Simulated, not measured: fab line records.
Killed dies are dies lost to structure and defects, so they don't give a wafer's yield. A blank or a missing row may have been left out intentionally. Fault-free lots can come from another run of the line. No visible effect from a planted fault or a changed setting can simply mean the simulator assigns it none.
Which tool did it? | flow berkeleyCmos170 | 8 lots, 24 wafers sampled, at 2 steps of a route of 331

== WHAT THE GAUGES SHOWED, per wafer ==
UCB170_GATE_OVL_MEAS_13.
lot  | measured     | on         | GATE_OVL (nm)
L922 | day 7 15:00  | overlay-01 | 4 4 8
L924 | day 7 15:03  | overlay-02 | 3 0 7
L926 | day 7 23:06  | overlay-01 | 4 8 -6
L928 | day 8 10:09  | overlay-02 | 13 7 12
L930 | day 9 00:26  | overlay-02 | 260 259 258
L933 | day 9 09:53  | overlay-01 | -2 -6 -14
L936 | day 10 00:40 | overlay-02 | 4 8 6
L940 | day 11 00:02 | overlay-02 | 6 17 1

== TOOL THAT RAN EACH LOT (tool first, then ch and the chambers of the sampled wafers, then the start) ==
lot  | UCB170_GATE_EXPOSE_09
L922 | krfScanner-02 ch 0, day 7 14:14
L924 | krfScanner-01 ch 0, day 7 14:28
L926 | krfScanner-01 ch 0, day 7 22:35
L928 | krfScanner-01 ch 0, day 8 09:38
L930 | krfScanner-02 ch 0, day 8 23:32
L933 | krfScanner-01 ch 0, day 9 09:20
L936 | krfScanner-01 ch 0, day 9 23:54
L940 | krfScanner-01 ch 0, day 10 23:14
- UCB170_GATE_EXPOSE_09: exposes mask POLY, target cd 350 nm.

== THE ANSWER, worked out from the rows above alone ==
Rule: what is usual is taken from the lots themselves. The widest of any qualifying gaps counts: lots, ordered by their means at a reading, are off when they make up no more than a third of the lots, leave a main group of 4 or more, and stand apart from it by 3 or more times the standard deviation of that group's means. If all means in a main group match to the digits the tables above print for the reading, that group is not used. Also off: a lot with no number at a reading for which 4 or more lots have one. All remaining lots with rows at the step are treated as sound.
Off: L930, at UCB170_GATE_OVL_MEAS_13 (GATE_OVL). The main group: mean 4 nm, standard deviation 5.3.
If a tool, at a process step before that reading, ran all the lots that are off and no sound lot after the first of them, it fits. Gauges at UCB170_GATE_OVL_MEAS_13: tried the same way as those tools. One fits: UCB170_GATE_EXPOSE_09 on krfScanner-02. A fault onset in the window from L922 (day 7 14:14, its last sound lot) to L930 (day 8 23:32, its first lot off) fits.

== WHAT THE SIMULATOR PUT IN ==
Scanner matching overlay: krfScanner-02, from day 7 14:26 on, at UCB170_GATE_EXPOSE_09. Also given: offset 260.
Struck lots among those shown: L930. The rule given above showed the same thing.
